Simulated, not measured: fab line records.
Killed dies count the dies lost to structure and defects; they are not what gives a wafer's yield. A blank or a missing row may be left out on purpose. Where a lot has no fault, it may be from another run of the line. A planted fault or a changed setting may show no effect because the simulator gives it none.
fab line records	flow berkeley_cmos170
record: lots: 14	wafers: 42	last_day: 13
route steps=331 shown M1@247 V1@268
lots with no fault: from the same line, run without faults
start_h: the number of hours between the record's first day and the start of the first shown wafer of the lot	wait_h: hours since the lot's step before	" the same as in the row above	L1.1+2: a row that stands for several wafers	- no value, or no start was given	* or withheld: withheld	< > ~ a bound
route shown NAME@n: a module of which the file shows steps, and the number in the route of the first	usual: mean/standard deviation of fault-free wafers	same: alike in all rows	chamber/n: place in a boat	sites: per-site readings	_std_site: standard deviation of those values	_edge_site: outer sites' mean less inner sites'	radius_mm: for every site, how far away it sits from the centre of the wafer	mask NAME#n: copy n	behind: tool/chamber where the wafer was last shaped	hold: why the lot went on hold/how many hours it stayed there/how the hold came to an end	device: the n, p or np transistor that did not switch	end of line: the route-end tests of the same wafers	a step without rows: its recipe alone	killed: at the first sort, the dies lost to defects and structure; wafer yield is something else	map: a wafer's dies, marking killed ones x, the rest . and places with no die _
set.NAME: the setting that was run; set.NAME@STEP: the one run at that earlier step	model.NAME: the simulator's own value behind a step, which no gauge read
steps of the route over a sample of lots; a table a step, a row a wafer
services: the hour from which a tool's chamber was out of use, counted from the record's first day as start_h (under 0 if before that day), plus the number of hours and why
== steps ==
step: UCB170_M1_CD_MEAS_09
recipe: target_cd_nm: 700
usual: cd_nm: 700.2/1.5
lot.wafer	tool	chamber	start_h	wait_h	cd_nm
L854.1	cd_sem-01	-	176.59	-	700.7
L854.2	"	-	"	"	702.1
L854.3	"	-	"	"	701.9
L858.1	cd_sem-01	-	186.42	-	702.2
L858.2	"	-	"	"	702.3
L858.6	"	-	"	"	701.1
L862.2	cd_sem-01	-	211.94	-	700.7
L862.4	"	-	"	"	699.6
L862.5	"	-	"	"	699.9
L863.1	cd_sem-02	-	214.19	-	700.5
L863.5	"	-	"	"	701.7
L863.6	"	-	"	"	701.7
L860.2	cd_sem-02	-	214.76	-	699.1
L860.5	"	-	"	"	699.2
L860.6	"	-	"	"	699.5
L864.1	cd_sem-01	-	214.78	-	699.1
L864.4	"	-	"	"	699.4
L864.6	"	-	"	"	698.2
L867.2	cd_sem-02	-	239.36	-	699.2
L867.3	"	-	"	"	699.8
L867.6	"	-	"	"	699.3
L868.1	cd_sem-01	-	243.23	-	701.3
L868.5	"	-	"	"	699.6
L868.6	"	-	"	"	701.0
L871.2	cd_sem-01	-	249.11	-	703.2
L871.4	"	-	"	"	703.8
L871.5	"	-	"	"	704.1
L870.2	cd_sem-02	-	251.42	-	703.5
L870.5	"	-	"	"	704.0
L870.6	"	-	"	"	704.2
L873.1	cd_sem-01	-	260.67	-	697.8
L873.2	"	-	"	"	699.6
L873.5	"	-	"	"	699.0
L874.1	cd_sem-01	-	283.81	-	700.4
L874.2	"	-	"	"	699.2
L874.5	"	-	"	"	700.5
L876.2	cd_sem-02	-	285.07	-	701.4
L876.3	"	-	"	"	701.4
L876.6	"	-	"	"	699.3
L877.1	cd_sem-02	-	287.15	-	701.1
L877.2	"	-	"	"	700.9
L877.5	"	-	"	"	699.7
step: UCB170_M1_OVL_MEAS_10
usual: M1_OVL: 2/4.9
lot.wafer	tool	chamber	start_h	wait_h	M1_OVL[nm]
L854.1	overlay-01	-	176.71	0.1	7
L854.2	"	-	"	"	6
L854.3	"	-	"	"	2
L858.1	overlay-02	-	186.54	0.1	6
L858.2	"	-	"	"	-3
L858.6	"	-	"	"	-4
L862.2	overlay-02	-	212.05	0.1	-4
L862.4	"	-	"	"	-3
L862.5	"	-	"	"	-4
L863.1	overlay-02	-	214.31	0.1	8
L863.5	"	-	"	"	14
L863.6	"	-	"	"	6
L860.2	overlay-01	-	214.86	0.1	1
L860.5	"	-	"	"	-5
L860.6	"	-	"	"	4
L864.1	overlay-02	-	214.90	0.1	1
L864.4	"	-	"	"	4
L864.6	"	-	"	"	1
L867.2	overlay-02	-	239.46	0.1	10
L867.3	"	-	"	"	3
L867.6	"	-	"	"	9
L868.1	overlay-02	-	243.35	0.1	3
L868.5	"	-	"	"	3
L868.6	"	-	"	"	9
L871.2	overlay-02	-	249.22	0.1	-8
L871.4	"	-	"	"	-4
L871.5	"	-	"	"	4
L870.2	overlay-01	-	251.53	0.1	10
L870.5	"	-	"	"	2
L870.6	"	-	"	"	7
L873.1	overlay-02	-	260.79	0.1	6
L873.2	"	-	"	"	2
L873.5	"	-	"	"	2
L874.1	overlay-02	-	283.93	0.1	5
L874.2	"	-	"	"	0
L874.5	"	-	"	"	1
L876.2	overlay-02	-	285.17	0.1	-6
L876.3	"	-	"	"	2
L876.6	"	-	"	"	-7
L877.1	overlay-02	-	287.27	0.1	-1
L877.2	"	-	"	"	0
L877.5	"	-	"	"	2
step: UCB170_M1_STRIP_13
recipe: chemistry: O2	power_w: 400	pressure_mtorr: 3500	platen_temp_c: withheld	o2_flow_sccm: 400	overash_fraction: 0.5
usual: drypump_motor_current_A: 5.6/0.45	oes_product_au: 0.720/0.0047
lot.wafer	tool	chamber	start_h	wait_h	drypump_motor_current_A	oes_product_au	rf_hours_counter_h
L854.1	plasma_asher-02	1	176.92	0.1	4.8	0.707	6
L854.2	"	0	"	"	5.5	0.712	6
L854.3	"	0	"	"	5.6	0.724	-
L858.1	plasma_asher-04	1	186.75	0.1	6.2	0.721	50
L858.2	"	0	"	"	5.7	0.725	50
L858.6	"	0	"	"	5.7	0.721	-
L862.2	plasma_asher-04	1	212.26	0.1	6.2	0.722	53
L862.4	"	1	"	"	6.1	0.717	-
L862.5	"	0	"	"	5.7	0.717	-
L863.1	plasma_asher-03	0	214.52	0.1	5.1	0.720	50
L863.5	"	0	"	"	5.1	0.717	-
L863.6	"	1	"	"	5.8	0.727	-
L860.2	plasma_asher-02	0	215.07	0.1	5.5	0.717	10
L860.5	"	0	"	"	5.6	0.715	-
L860.6	"	1	"	"	4.7	0.710	-
L864.1	plasma_asher-04	1	215.11	0.1	6.1	0.719	53
L864.4	"	0	"	"	5.8	0.726	-
L864.6	"	0	"	"	5.8	0.724	-
L867.2	plasma_asher-04	0	239.67	0.1	5.8	0.724	56
L867.3	"	1	"	"	6.1	0.729	-
L867.6	"	1	"	"	6.2	0.717	-
L868.1	plasma_asher-04	0	243.56	0.1	5.7	0.724	57
L868.5	"	1	"	"	6.1	0.719	-
L868.6	"	0	"	"	5.7	0.720	-
L871.2	plasma_asher-04	0	249.43	0.1	5.8	0.726	57
L871.4	"	0	"	"	5.8	0.713	-
L871.5	"	0	"	"	5.8	0.726	-
L870.2	plasma_asher-02	1	251.74	0.1	4.8	0.723	14
L870.5	"	1	"	"	4.8	0.728	-
L870.6	"	0	"	"	5.5	0.718	-
L873.1	plasma_asher-02	1	261.14	0.2	4.7	0.727	15
L873.2	"	0	"	"	5.6	0.714	15
L873.5	"	1	"	"	4.8	0.714	-
L874.1	plasma_asher-02	1	284.14	0.1	4.8	0.724	17
L874.2	"	0	"	"	5.6	0.717	17
L874.5	"	0	"	"	5.5	0.713	-
L876.2	plasma_asher-02	0	285.38	0.1	5.5	0.718	17
L876.3	"	1	"	"	4.8	0.725	-
L876.6	"	0	"	"	5.6	0.719	-
L877.1	plasma_asher-03	1	287.48	0.1	5.8	0.726	57
L877.2	"	0	"	"	5.1	0.718	57
L877.5	"	0	"	"	5.2	0.723	-
step: UCB170_V1_ETCH_14
recipe: chemistry: CHF3/CF4/Ar	target: SiO2	stop_on: Al	CHF3_flow_sccm: 45	cf4_flow_sccm: 15	Ar_flow_sccm: 150	pressure_mtorr: 200	rf_w: 700	target_depth_a: 12500	over_etch_frac: 0.25	time_s: 299.3
usual: CHF3_flow_sccm: 44.99/0.13	cf4_flow_sccm: 15.00/0.048	drypump_motor_current_A: 5.8/0.4	oes_product_au: 0.870/0.012	throttle_valve_pct: 6.94/0.15
lot.wafer	tool	chamber	start_h	wait_h	CHF3_flow_sccm	cf4_flow_sccm	drypump_motor_current_A	oes_product_au	rf_hours_counter_h	throttle_valve_pct
L854.1	rie_diel-04	0	181.46	0.0	45.17	14.93	6.1	0.875	49	6.99
L854.2	"	3	"	"	44.93	15.05	6.1	0.899	73	6.96
L854.3	"	2	"	"	44.94	15.00	5.6	0.873	68	6.83
L858.1	rie_diel-01	1	192.29	0.0	45.05	14.97	5.1	0.859	72	6.76
L858.2	"	2	"	"	45.02	14.95	5.7	0.863	15	7.01
L858.6	"	0	"	"	45.08	14.94	5.7	0.852	-	7.13
L862.2	rie_diel-01	1	215.80	0.0	44.83	15.01	5.1	0.842	74	6.74
L862.4	"	2	"	"	45.08	14.97	5.7	0.863	-	7.01
L862.5	"	3	"	"	44.81	15.00	5.2	0.871	-	7.17
L863.1	rie_diel-04	0	218.49	0.0	-	-	-	-	-	-
L863.5	"	3	"	"	-	-	-	-	-	-
L863.6	"	0	"	"	-	-	-	-	-	-
L860.2	rie_diel-04	1	219.84	0.0	-	-	-	-	-	-
L860.5	"	3	"	"	-	-	-	-	-	-
L860.6	"	2	"	"	-	-	-	-	-	-
L864.1	rie_diel-02	2	220.39	0.0	45.05	15.02	5.4	0.868	1	6.95
L864.4	"	1	"	"	44.97	15.05	6.2	0.865	22	7.18
L864.6	"	1	"	"	44.84	14.99	6.3	0.866	-	7.18
L867.2	rie_diel-04	1	243.09	0.0	45.04	14.96	6.4	0.877	6	7.04
L867.3	"	0	"	"	45.08	15.00	6.1	0.878	51	6.99
L867.6	"	2	"	"	44.79	15.02	5.6	0.867	-	6.84
L868.1	rie_diel-01	3	247.11	0.0	44.97	14.98	5.2	0.871	2	7.15
L868.5	"	2	"	"	44.94	14.94	5.7	0.867	-	7.00
L868.6	"	3	"	"	45.03	14.97	5.2	0.868	-	7.15
L871.2	rie_diel-02	1	254.22	0.0	44.95	14.99	6.2	0.861	24	7.18
L871.4	"	3	"	"	44.86	15.00	6.3	0.883	7	6.70
L871.5	"	0	"	"	44.80	15.08	5.9	0.867	-	6.84
L870.2	rie_diel-02	2	256.73	0.0	44.82	15.04	5.3	0.871	2	6.94
L870.5	"	2	"	"	44.86	15.04	5.3	0.877	-	6.94
L870.6	"	3	"	"	45.01	15.04	6.3	0.883	-	6.69
L873.1	rie_diel-02	1	264.56	0.0	44.91	14.98	6.2	0.873	24	7.18
L873.2	"	0	"	"	45.11	15.02	5.9	0.870	20	6.81
L873.5	"	0	"	"	44.97	14.96	5.9	0.866	-	6.82
L874.1	rie_diel-01	3	287.70	0.0	44.92	14.94	5.1	0.866	3	7.15
L874.2	"	1	"	"	45.02	15.09	5.1	0.852	77	6.78
L874.5	"	3	"	"	44.85	14.86	5.2	0.872	-	7.16
L876.2	rie_diel-04	1	289.89	0.0	45.22	14.95	6.4	0.877	7	7.01
L876.3	"	3	"	"	45.07	15.05	6.1	0.893	78	6.93
L876.6	"	0	"	"	44.68	14.99	6.1	0.864	-	6.97
L877.1	rie_diel-01	1	294.49	0.0	44.91	14.96	5.1	0.850	77	6.77
L877.2	"	2	"	"	45.08	15.02	5.7	0.867	19	7.00
L877.5	"	1	"	"	44.88	14.96	5.1	0.849	-	6.76
step: UCB170_V1_STRIP_15
recipe: chemistry: O2	power_w: 400	pressure_mtorr: 3500	platen_temp_c: withheld	o2_flow_sccm: 400	overash_fraction: 0.5
usual: drypump_motor_current_A: 5.7/0.58	oes_product_au: 0.721/0.0046	strip_time_to_endpoint_s: 15.24/0.15
lot.wafer	tool	chamber	start_h	wait_h	drypump_motor_current_A	oes_product_au	rf_hours_counter_h	strip_time_to_endpoint_s
L854.1	plasma_asher-01	1	181.64	0.1	6.0	0.723	37	15.05
L854.2	"	0	"	"	6.5	0.727	37	15.30
L854.3	"	0	"	"	6.5	0.713	-	15.41
L858.1	plasma_asher-03	0	192.47	0.1	5.1	0.722	47	15.31
L858.2	"	1	"	"	5.8	0.723	47	15.43
L858.6	"	1	"	"	5.8	0.723	-	15.27
L862.2	plasma_asher-01	1	215.98	0.1	6.0	0.724	41	15.24
L862.4	"	0	"	"	6.5	0.725	-	15.50
L862.5	"	0	"	"	6.5	0.714	-	15.35
L863.1	plasma_asher-03	1	218.67	0.1	5.8	0.742	50	21.55
L863.5	"	0	"	"	5.1	0.738	-	21.59
L863.6	"	1	"	"	5.8	0.734	-	21.58
L860.2	plasma_asher-03	1	220.01	0.1	5.8	0.726	50	21.70
L860.5	"	1	"	"	5.8	0.736	-	21.67
L860.6	"	0	"	"	5.1	0.719	-	21.66
L864.1	plasma_asher-01	0	220.56	0.1	6.5	0.713	41	14.94
L864.4	"	0	"	"	6.5	0.724	-	15.19
L864.6	"	1	"	"	6.0	0.721	-	15.11
L867.2	plasma_asher-02	1	243.27	0.1	4.8	0.718	13	15.38
L867.3	"	1	"	"	4.7	0.718	-	14.96
L867.6	"	0	"	"	5.5	0.721	-	15.26
L868.1	plasma_asher-02	1	247.29	0.1	4.8	0.723	13	15.16
L868.5	"	0	"	"	5.5	0.714	-	15.53
L868.6	"	1	"	"	4.8	0.720	-	15.23
L871.2	plasma_asher-01	0	254.39	0.1	6.5	0.714	44	15.22
L871.4	"	0	"	"	6.4	0.722	-	15.22
L871.5	"	1	"	"	6.0	0.724	-	15.42
L870.2	plasma_asher-02	1	256.90	0.1	4.7	0.724	14	15.22
L870.5	"	1	"	"	4.7	0.725	-	15.21
L870.6	"	0	"	"	5.6	0.727	-	15.31
L873.1	plasma_asher-01	1	264.74	0.1	5.9	0.727	45	15.19
L873.2	"	0	"	"	6.5	0.720	45	15.35
L873.5	"	0	"	"	6.5	0.714	-	15.31
L874.1	plasma_asher-01	0	287.88	0.1	6.5	0.722	47	15.26
L874.2	"	1	"	"	5.9	0.719	47	15.24
L874.5	"	1	"	"	6.0	0.724	-	15.39
L876.2	plasma_asher-02	1	290.07	0.1	4.8	0.723	17	15.26
L876.3	"	1	"	"	4.8	0.719	-	15.51
L876.6	"	0	"	"	5.6	0.723	-	14.99
L877.1	plasma_asher-01	1	294.67	0.1	6.0	0.721	48	15.20
L877.2	"	0	"	"	6.5	0.719	48	15.26
L877.5	"	0	"	"	6.5	0.724	-	15.20
step: UCB170_V1_CD_MEAS_90
recipe: target_cd_nm: 700
usual: cd_nm: 700.0/1.6
lot.wafer	tool	chamber	start_h	wait_h	cd_nm
L854.1	cd_sem-02	-	181.74	0.1	699.1
L854.2	"	-	"	"	697.9
L854.3	"	-	"	"	697.9
L858.1	cd_sem-01	-	192.57	0.1	698.0
L858.2	"	-	"	"	697.9
L858.6	"	-	"	"	700.4
L862.2	cd_sem-01	-	216.10	0.1	698.8
L862.4	"	-	"	"	698.5
L862.5	"	-	"	"	699.1
L863.1	cd_sem-02	-	218.77	0.1	-
L863.5	"	-	"	"	-
L863.6	"	-	"	"	-
L860.2	cd_sem-02	-	220.13	0.1	-
L860.5	"	-	"	"	-
L860.6	"	-	"	"	-
L864.1	cd_sem-01	-	220.66	0.1	699.9
L864.4	"	-	"	"	701.8
L864.6	"	-	"	"	699.6
L867.2	cd_sem-02	-	243.39	0.1	701.1
L867.3	"	-	"	"	699.8
L867.6	"	-	"	"	700.1
L868.1	cd_sem-01	-	247.39	0.1	699.2
L868.5	"	-	"	"	698.9
L868.6	"	-	"	"	700.0
L871.2	cd_sem-01	-	254.51	0.1	698.0
L871.4	"	-	"	"	699.5
L871.5	"	-	"	"	696.0
L870.2	cd_sem-01	-	257.02	0.1	703.9
L870.5	"	-	"	"	704.1
L870.6	"	-	"	"	703.1
L873.1	cd_sem-01	-	264.84	0.1	700.4
L873.2	"	-	"	"	699.4
L873.5	"	-	"	"	700.7
L874.1	cd_sem-01	-	287.98	0.1	700.6
L874.2	"	-	"	"	700.8
L874.5	"	-	"	"	701.2
L876.2	cd_sem-01	-	290.19	0.1	698.4
L876.3	"	-	"	"	699.3
L876.6	"	-	"	"	700.3
L877.1	cd_sem-02	-	294.77	0.1	699.8
L877.2	"	-	"	"	698.7
L877.5	"	-	"	"	701.0
== services ==
tool	chamber	start_h	hours	kind
rie_diel-02	-	164.94	0.4	repair
rie_diel-01	3	174.58	-	clean
rie_diel-01	3	174.58	25.7	scheduled_down
rie_diel-01	3	174.58	25.7	vent_cycle
rie_diel-02	2	181.88	-	clean
rie_diel-02	2	181.88	27.5	scheduled_down
rie_diel-02	2	181.88	27.5	vent_cycle
rie_diel-01	0	213.03	5.8	repair
rie_diel-01	-	213.30	0.9	repair
rie_diel-02	-	227.11	0.3	repair
plasma_asher-03	-	230.01	2.0	repair
plasma_asher-03	-	243.18	2.2	repair
rie_diel-01	0	244.41	9.2	repair
rie_diel-04	2	245.59	2.1	repair
plasma_asher-01	-	246.58	2.8	pm
rie_diel-04	-	253.59	1.8	repair
rie_diel-01	3	254.61	2.0	repair
rie_diel-01	-	262.78	2.8	pm
rie_diel-01	-	269.59	15.6	pm
plasma_asher-02	-	286.19	2.1	repair
plasma_asher-01	-	290.64	1.6	repair
== key ==
first_sign: step: UCB170_V1_ETCH_14	reading: tool_record	direction: missing
effect: step: UCB170_V1_STRIP_15	reading: strip_time_to_endpoint_s	direction: up	sigmas: 43	usual: *	struck: *
effect: step: UCB170_V1_CD_MEAS_90	reading: cd_nm	direction: missing
more_kills_born_at: UCB170_V1_ETCH_14@rie_diel-04: 779
met_at UCB170_V1_ETCH_14
struck_lots L860,L863
later_rows_left_out L860.2,L860.5,L860.6,L863.1,L863.5,L863.6
sort_left_out L863.1,L863.5,L863.6
not_acting_at UCB170_M1_CD_MEAS_09,UCB170_M1_OVL_MEAS_10,UCB170_M1_STRIP_13
onset_between 181.46 218.49
fault: kind: skipped_step_whole	tool: rie_diel-04	chamber: -	onset_h: 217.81	steps: UCB170_V1_ETCH_14	scope: struck_lots_only
sort_left_out: the simulated sort isn't trusted on such a fault, so these wafers' sort isn't shown, and their yield isn't known
later_rows_left_out: the simulator's readings of these wafers behind a module that went badly wrong aren't trusted and aren't shown, but for the sort
